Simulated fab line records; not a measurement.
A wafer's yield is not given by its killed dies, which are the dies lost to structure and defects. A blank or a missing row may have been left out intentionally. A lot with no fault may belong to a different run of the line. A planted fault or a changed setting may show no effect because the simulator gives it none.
fab line records -- flow ritCmos
record lots=6, wafers=18, lastDay=7
route steps=202 shown CONTACT@183 M1@184
lots with no fault: from the same line, run without faults
startH: start of the lot's first displayed wafer, in hours after the record's first day -- waitH: hours from the lot's prior step to this one -- " the same as in the row above -- L1.1+2: one row covering several wafers at once -- - no value, or no start given -- * or withheld: withheld -- < > ~ a bound
route shown NAME@n: NAME is a module with steps in the file, n the number in the route of the first one -- usual: mean/standard deviation of fault-free wafers -- same: alike in all rows -- chamber/n: place in a boat -- sites: the reading at each site -- _std_site: standard deviation of those values -- _edge_site: outer sites' mean less inner sites' -- radiusMm: for every site, how far away it sits from the centre of the wafer -- mask NAME#n: copy n -- behind: the last tool/chamber to shape the wafer -- hold: cause of the lot's hold/its duration in hours/its outcome -- device: names the non-switching transistor (n, p or np) -- end of line: the tests these same wafers got at the end of their route -- step lacking rows: just its recipe -- killed: not the wafer's yield, but the dies lost to structure and defects at the first sort -- map: shows each die of a wafer: x if killed, . if not, _ if none is there
set.NAME: the setting that was run; set.NAME@STEP: the one run at that earlier step -- model.NAME: the simulator's own value behind a step, which no gauge read
lots seen at some steps along the route; tables by step, rows by wafer
services: from which hour (startH, from the record's first day; less than 0 if before it) a tool's chamber was out of use, for how many hours, and why
## steps
# step RIT_CONTACT_CLEAN_14
# recipe chemistry=SC2, mix=3:3:50, timeS=600, tempC=75, dry=n2Spin
# step RIT_M1_SPUTTER_00
# recipe material=Al, targetThkNm=400, powerW=2000, chamberPressurePa=0.4, gas=Ar, timeS=500, substrateTempC=25
# usual throttleValvePct=30.9/1.1
lot.wafer,tool,chamber,startH,waitH,throttleValvePct
L235.1,pvdSputter-01,-,52.15,0.0,29.7
L235.2,pvdSputter-01,-,52.15,0.0,30.0
L235.5,pvdSputter-01,-,52.15,0.0,29.6
L239.2,pvdSputter-01,-,73.16,0.0,29.7
L239.3,pvdSputter-01,-,73.16,0.0,29.7
L239.5,pvdSputter-01,-,73.16,0.0,30.2
L244.2,pvdSputter-02,-,97.93,0.0,30.3
L244.3,pvdSputter-02,-,97.93,0.0,30.1
L244.5,pvdSputter-02,-,97.93,0.0,31.0
L245.1,pvdSputter-04,-,102.52,0.0,32.8
L245.3,pvdSputter-04,-,102.52,0.0,30.4
L245.4,pvdSputter-04,-,102.52,0.0,31.0
L246.1,pvdSputter-02,-,106.77,0.0,31.0
L246.3,pvdSputter-02,-,106.77,0.0,30.1
L246.4,pvdSputter-02,-,106.77,0.0,30.5
L256.1,pvdSputter-02,-,157.40,0.0,30.7
L256.4,pvdSputter-02,-,157.40,0.0,30.7
L256.5,pvdSputter-02,-,157.40,0.0,30.4
# step RIT_M1_RS_MEAS_01
# recipe thkMeasGauge=four-point-probe, reads=Al_of_M1_SPUTTER_00
# usual M1_AL_RS=0.0731/0.00071
lot.wafer,tool,chamber,startH,waitH,M1_AL_RS[ohm/sq]
L235.1,filmMetro-01,-,52.44,0.1,0.0725
L235.2,filmMetro-01,-,52.44,0.1,0.0720
L235.5,filmMetro-01,-,52.44,0.1,0.0737
L239.2,filmMetro-01,-,73.52,0.2,0.0730
L239.3,filmMetro-01,-,73.52,0.2,0.0742
L239.5,filmMetro-01,-,73.52,0.2,0.0729
L244.2,filmMetro-04,-,98.24,0.2,0.0732
L244.3,filmMetro-04,-,98.24,0.2,0.0719
L244.5,filmMetro-04,-,98.24,0.2,0.0728
L245.1,filmMetro-02,-,102.81,0.1,0.0737
L245.3,filmMetro-02,-,102.81,0.1,0.0742
L245.4,filmMetro-02,-,102.81,0.1,0.0737
L246.1,filmMetro-02,-,107.07,0.1,0.0721
L246.3,filmMetro-02,-,107.07,0.1,0.0722
L246.4,filmMetro-02,-,107.07,0.1,0.0727
L256.1,filmMetro-02,-,157.70,0.1,0.0728
L256.4,filmMetro-02,-,157.70,0.1,0.0732
L256.5,filmMetro-02,-,157.70,0.1,0.0734
# step RIT_M1_THK_MEAS_02
# recipe thkMeasGauge=xrf, reads=Al_of_M1_SPUTTER_00
# usual M1_AL_THK=404/3.9
lot.wafer,tool,chamber,startH,waitH,M1_AL_THK[nm]
L235.1,filmMetro-01,-,52.56,0.1,405
L235.2,filmMetro-01,-,52.56,0.1,408
L235.5,filmMetro-01,-,52.56,0.1,399
L239.2,filmMetro-01,-,73.63,0.1,406
L239.3,filmMetro-01,-,73.63,0.1,400
L239.5,filmMetro-01,-,73.63,0.1,405
L244.2,filmMetro-04,-,98.35,0.1,405
L244.3,filmMetro-04,-,98.35,0.1,410
L244.5,filmMetro-04,-,98.35,0.1,406
L245.1,filmMetro-02,-,102.93,0.1,398
L245.3,filmMetro-02,-,102.93,0.1,398
L245.4,filmMetro-02,-,102.93,0.1,400
L246.1,filmMetro-02,-,107.19,0.1,407
L246.3,filmMetro-02,-,107.19,0.1,407
L246.4,filmMetro-02,-,107.19,0.1,403
L256.1,filmMetro-02,-,157.82,0.1,406
L256.4,filmMetro-02,-,157.82,0.1,403
L256.5,filmMetro-02,-,157.82,0.1,403
# step RIT_M1_HMDS_03
# recipe primeTimeS=60, primeTempC=140
# step RIT_M1_COAT_04
# recipe resist=NOVOLAK, spinRpm=2000, resistThkNm=1300
# step RIT_M1_SOFTBAKE_05
# recipe resist=NOVOLAK, tempC=90, timeS=60
# step RIT_M1_EXPOSE_06
# recipe maskId=M12, na=0.6, sourceShape=conventional, sigmaOuter=0.5, targetCdNm=2600, doseMj=250
# step RIT_M1_PEB_07
# recipe resist=NOVOLAK, tempC=withheld, timeS=withheld
# step RIT_M1_DEVELOP_08
# recipe resist=NOVOLAK, developTimeS=68, devTempC=23
# step RIT_M1_CD_MEAS_09
# recipe targetCdNm=2600
# usual cdNm=2599.6/2
lot.wafer,tool,chamber,startH,waitH,cdNm
L235.1,cdSem-01,-,53.56,-,2603.8
L235.2,cdSem-01,-,53.56,-,2603.3
L235.5,cdSem-01,-,53.56,-,2603.7
L239.2,cdSem-01,-,74.58,-,2598.5
L239.3,cdSem-01,-,74.58,-,2600.6
L239.5,cdSem-01,-,74.58,-,2600.4
L244.2,cdSem-01,-,99.30,-,2598.0
L244.3,cdSem-01,-,99.30,-,2598.4
L244.5,cdSem-01,-,99.30,-,2598.3
L245.1,cdSem-02,-,103.97,-,2599.6
L245.3,cdSem-02,-,103.97,-,2596.5
L245.4,cdSem-02,-,103.97,-,2597.8
L246.1,cdSem-02,-,108.21,-,2596.5
L246.3,cdSem-02,-,108.21,-,2598.1
L246.4,cdSem-02,-,108.21,-,2595.7
L256.1,cdSem-01,-,158.88,-,2598.4
L256.4,cdSem-01,-,158.88,-,2598.6
L256.5,cdSem-01,-,158.88,-,2597.7
# step RIT_M1_OVL_MEAS_10
# usual M1_OVL=1.5/1.2
lot.wafer,tool,chamber,startH,waitH,M1_OVL[nm]
L235.1,overlay-01,-,53.68,0.1,1.2
L235.2,overlay-01,-,53.68,0.1,1.0
L235.5,overlay-01,-,53.68,0.1,-0.2
L239.2,overlay-01,-,74.68,0.1,1.5
L239.3,overlay-01,-,74.68,0.1,1.0
L239.5,overlay-01,-,74.68,0.1,2.7
L244.2,overlay-01,-,99.41,0.1,2.1
L244.3,overlay-01,-,99.41,0.1,2.5
L244.5,overlay-01,-,99.41,0.1,2.1
L245.1,overlay-01,-,104.09,0.1,0.5
L245.3,overlay-01,-,104.09,0.1,0.5
L245.4,overlay-01,-,104.09,0.1,0.3
L246.1,overlay-02,-,108.33,0.1,1.4
L246.3,overlay-02,-,108.33,0.1,0.8
L246.4,overlay-02,-,108.33,0.1,-0.5
L256.1,overlay-01,-,159.00,0.1,0.9
L256.4,overlay-01,-,159.00,0.1,3.8
L256.5,overlay-01,-,159.00,0.1,1.6
# step RIT_M1_HARDBAKE_11
# recipe resist=NOVOLAK, tempC=140, timeS=120
# usual chillPlateTempC=22.99/0.098, heaterPowerTotalW=52.03/0.06, plateTempC=139.96/0.13
lot.wafer,tool,chamber,startH,waitH,chillPlateTempC,heaterPowerTotalW,plateTempC,model.NOVOLAK_of_M1_COAT_04.thkNm
L235.1,lithoTrack-03,0,53.71,0.0,22.97,52.06,139.87,1139
L235.2,lithoTrack-03,0,53.71,0.0,22.91,52.03,139.95,1140
L235.5,lithoTrack-03,0,53.71,0.0,22.97,51.98,139.84,1141
L239.2,lithoTrack-04,0,74.75,0.1,22.87,52.05,139.77,1137
L239.3,lithoTrack-04,0,74.75,0.1,23.10,52.11,139.89,1136
L239.5,lithoTrack-04,0,74.75,0.1,22.95,52.00,139.95,1134
L244.2,lithoTrack-03,0,99.48,0.1,22.95,50.36,136.30,1145
L244.3,lithoTrack-03,0,99.48,0.1,22.98,50.20,136.22,1143
L244.5,lithoTrack-03,0,99.48,0.1,23.08,50.27,136.23,1140
L245.1,lithoTrack-01,0,104.13,0.0,23.11,52.07,139.77,1137
L245.3,lithoTrack-01,0,104.13,0.0,22.93,51.99,139.91,1135
L245.4,lithoTrack-01,0,104.13,0.0,22.91,52.06,139.99,1139
L246.1,lithoTrack-03,0,108.36,0.0,23.11,50.24,136.24,1141
L246.3,lithoTrack-03,0,108.36,0.0,22.87,50.46,136.29,1141
L246.4,lithoTrack-03,0,108.36,0.0,22.97,50.31,136.26,1140
L256.1,lithoTrack-04,0,159.04,0.0,23.05,51.98,140.08,1139
L256.4,lithoTrack-04,0,159.04,0.0,23.02,52.03,140.24,1141
L256.5,lithoTrack-04,0,159.04,0.0,23.10,52.06,139.95,1141
# step RIT_M1_METAL_ETCH_12
# recipe stopOn=SiO2, chemistry=Cl2/BCl3, target=Al, timeS=165, overEtchFrac=0.5, pressureMtorr=100, targetDepthA=6000, rfW=250, Cl2_flow_sccm=60, bcl3FlowSccm=50
# usual bcl3FlowSccm=50.00/0.14, drypumpMotorCurrentA=5.9/0.35, heBacksideLeakSccm=3.27/0.23, oesProductAu=0.778/0.0075, rfFwdPowerW=249.2/0.77, throttleValvePct=8.33/0.1
# same overEtchFrac=0.5
lot.wafer,tool,chamber,startH,waitH,bcl3FlowSccm,drypumpMotorCurrentA,heBacksideLeakSccm,oesProductAu,rfFwdPowerW,rfHoursCounterH,throttleValvePct
L235.1,rieMetal-02,1,53.96,0.2,49.93,6.0,3.01,0.786,249.0,2,8.31
L235.2,rieMetal-02,0,53.96,0.2,49.98,5.7,3.39,0.789,248.3,2,8.50
L235.5,rieMetal-02,0,53.96,0.2,49.93,5.7,3.45,0.782,249.1,-,8.49
L239.2,rieMetal-04,1,74.96,0.2,49.90,6.3,3.11,0.785,248.1,4,8.36
L239.3,rieMetal-04,0,74.96,0.2,50.14,5.2,3.11,0.773,249.2,-,8.35
L239.5,rieMetal-04,0,74.96,0.2,50.01,5.2,3.04,0.774,249.3,-,8.36
L244.2,rieMetal-02,0,99.69,0.2,50.03,5.7,3.48,0.772,249.3,3,8.51
L244.3,rieMetal-02,1,99.69,0.2,50.21,6.0,3.23,0.794,249.1,-,8.30
L244.5,rieMetal-02,0,99.69,0.2,49.86,5.7,3.41,0.788,249.3,-,8.50
L245.1,rieMetal-04,1,104.38,0.2,50.22,6.3,2.86,0.778,249.1,5,8.35
L245.3,rieMetal-04,0,104.38,0.2,49.83,5.2,3.31,0.774,249.4,-,8.34
L245.4,rieMetal-04,1,104.38,0.2,49.92,6.3,2.99,0.778,248.1,-,8.36
L246.1,rieMetal-03,0,108.61,0.2,50.07,5.7,3.50,0.783,248.3,39,8.22
L246.3,rieMetal-03,0,108.61,0.2,50.03,5.7,3.56,0.775,250.7,-,8.20
L246.4,rieMetal-03,1,108.61,0.2,49.93,6.3,3.72,0.777,247.9,-,8.22
L256.1,rieMetal-03,0,159.29,0.2,50.11,5.7,3.36,0.776,248.7,0,8.20
L256.4,rieMetal-03,1,159.29,0.2,49.90,6.3,3.51,0.755,249.6,-,8.22
L256.5,rieMetal-03,0,159.29,0.2,50.10,5.7,3.29,0.765,249.8,-,8.21
# step RIT_M1_PROBE_99
# usual defectLimitedYield=97.3/1.3, killedAtContacts=0.1/0.36, killedAtFrontEnd=7/3.4, killedDies=7/3.4, killedOpen=3.3/2, killedShort=3.8/2.4, sort_bin_3_pad_short=0.1/0.24, sort_bin_5_function=1.5/0.86, sort_bin_6_memory=1.0/0.74, sortNPass=257/3.4, sortYieldPct=97.3/1.3
# same grossDies=264, killed_at_M0_to_M3=0, killed_at_M4_up=0, killedAtBackSide=0, killedAtOther=0
lot.wafer,tool,chamber,startH,waitH,defectLimitedYield[%],killedAtContacts,killedAtFrontEnd,killedDies,killedOpen,killedShort,sort_bin_3_pad_short[%],sort_bin_5_function[%],sort_bin_6_memory[%],sortNPass,sortYieldPct[%]
L235.1,prober-02,-,56.21,0.1,96.6,0,9,9,3,6,0,2.3,1.1,255,96.6
L235.2,prober-02,-,56.26,0.1,95.1,0,13,13,4,8,0.4,3.0,1.5,251,95.1
L235.5,prober-02,-,56.41,0.2,95.5,0,12,12,3,9,0,1.5,3.0,252,95.5
L239.2,prober-02,-,77.28,0.1,98.9,2,1,3,0,1,0,0.4,0.8,261,98.9
L239.3,prober-02,-,77.33,0.2,96.6,0,9,9,4,5,0,0.8,2.7,255,96.6
L239.5,prober-02,-,77.43,0.2,97.3,1,6,7,3,3,0,1.5,1.1,257,97.3
L244.2,prober-01,-,101.99,0.1,98.5,0,4,4,2,2,0,1.5,0,260,98.5
L244.3,prober-01,-,102.04,0.2,97.3,0,7,7,2,5,0,0.4,2.3,257,97.3
L244.5,prober-01,-,102.14,0.2,98.5,0,4,4,1,3,0,1.1,0.4,260,98.5
L245.1,prober-02,-,106.65,0.1,97.7,0,6,6,2,4,0.4,1.5,0.4,258,97.7
L245.3,prober-02,-,106.75,0.2,97.0,0,8,8,3,5,0,1.5,1.5,256,97.0
L245.4,prober-02,-,106.80,0.2,97.0,0,8,8,1,7,0,0.8,2.3,256,97.0
L246.1,prober-01,-,110.86,0.1,99.2,0,2,2,1,1,0,0.4,0.4,262,99.2
L246.3,prober-01,-,110.96,0.2,99.2,0,2,2,2,0,0,0.4,0.4,262,99.2
L246.4,prober-01,-,111.01,0.2,97.3,0,7,7,5,2,0.4,1.9,0.4,257,97.3
# killed by level:class
L235.1 SILICIDE:geometricParticle:short=3 GATE:geometricParticle:short=2 FOX2:geometricParticle:open=1 GATE:geometricParticle:open=1 REOX:geometricParticle:short=1 SILICIDE:geometricParticle:open=1
L235.2 FOX1:geometricParticle:short=2 FOX1:geometricParticle:open=2 FOX2:geometricParticle:short=2 GATE:geometricParticle:short=2 FOX2:geometricParticle:open=1 REOX:geometricParticle:short=1 REOX:geometricParticle:open=1 SILICIDE:geometricParticle:short=1
L235.5 SILICIDE:geometricParticle:short=3 FOX1:geometricParticle:short=2 GATE:geometricParticle:short=2 GATE:geometricParticle:open=2 SPACER:geometricParticle:short=2 SILICIDE:geometricParticle:open=1
L239.2 CONTACT:coatMicrobubblePrinted=2 GATE:geometricParticle:short=1
L239.3 GATE:geometricParticle:short=2 SILICIDE:geometricParticle:open=2 FOX1:geometricParticle:short=1 GATE:geometricParticle:open=1 REOX:geometricParticle:short=1 SPACER:geometricParticle:open=1 SPACER:geometricParticle:short=1
L239.5 GATE:geometricParticle:short=2 GATE:geometricParticle:open=1 REOX:geometricParticle:open=1 SPACER:geometricParticle:short=1 SILICIDE:geometricParticle:open=1 CONTACT:coatMicrobubblePrinted=1
L244.2 GATE:geometricParticle:short=1 GATE:geometricParticle:open=1 REOX:geometricParticle:short=1 SILICIDE:geometricParticle:open=1
L244.3 GATE:geometricParticle:short=3 GATE:geometricParticle:open=2 FOX2:geometricParticle:short=1 REOX:geometricParticle:short=1
L244.5 FOX1:geometricParticle:short=2 FOX2:geometricParticle:short=1 GATE:geometricParticle:open=1
L245.1 FOX2:geometricParticle:short=2 FOX1:geometricParticle:short=1 FOX1:geometricParticle:open=1 FOX2:geometricParticle:open=1 GATE:geometricParticle:short=1
L245.3 FOX1:geometricParticle:open=1 FOX1:geometricParticle:short=1 FOX2:geometricParticle:short=1 GATE:geometricParticle:short=1 GATE:geometricParticle:open=1 REOX:geometricParticle:short=1 SPACER:geometricParticle:short=1 SILICIDE:geometricParticle:open=1
L245.4 SILICIDE:geometricParticle:short=2 FOX1:geometricParticle:open=1 FOX1:geometricParticle:short=1 FOX2:geometricParticle:short=1 GATE:geometricParticle:short=1 REOX:geometricParticle:short=1 SPACER:geometricParticle:short=1
L246.1 FOX1:geometricParticle:open=1 SPACER:geometricParticle:short=1
L246.3 GATE:geometricParticle:open=2
L246.4 FOX1:geometricParticle:open=4 GATE:geometricParticle:short=1 GATE:geometricParticle:open=1 SILICIDE:geometricParticle:short=1
## services
tool,chamber,startH,hours,kind
rieMetal-03,0,35.50,9.1,repair
pvdSputter-01,-,36.59,2.3,repair
pvdSputter-01,-,54.37,4.9,repair
pvdSputter-02,-,87.69,9.4,repair
lithoTrack-04,-,121.97,-,consumableReplace:filter
rieMetal-04,-,132.13,15.6,pm
rieMetal-03,-,136.12,20.0,pm
rieMetal-03,0,136.12,20.0,ventCycle
rieMetal-03,1,136.12,20.0,ventCycle
rieMetal-03,0,144.06,9.5,repair
rieMetal-03,0,156.12,-,clean
rieMetal-03,1,156.12,-,clean
## key
firstSign step=RIT_M1_HARDBAKE_11, reading=heaterPowerTotalW, direction=down, sigmas=29, usual=52.03, struck=50.31
effect step=RIT_M1_HARDBAKE_11, reading=plateTempC, direction=down, sigmas=28, usual=*, struck=*
modelEffect step=RIT_M1_HARDBAKE_11, value=NOVOLAK_of_M1_COAT_04.thkNm, without=1135, struck=1142
metAt RIT_M1_HARDBAKE_11
struckWafers L244.2,L244.3,L244.5,L246.1,L246.3,L246.4
onsetBetween 53.71 99.48
fault kind=processParameterDrift, tool=lithoTrack-03, chamber=-, onsetH=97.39, steps=RIT_M1_HARDBAKE_11, channel=tempC, offset=*, shape=step, endH=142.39, actsIn=*, stated=*
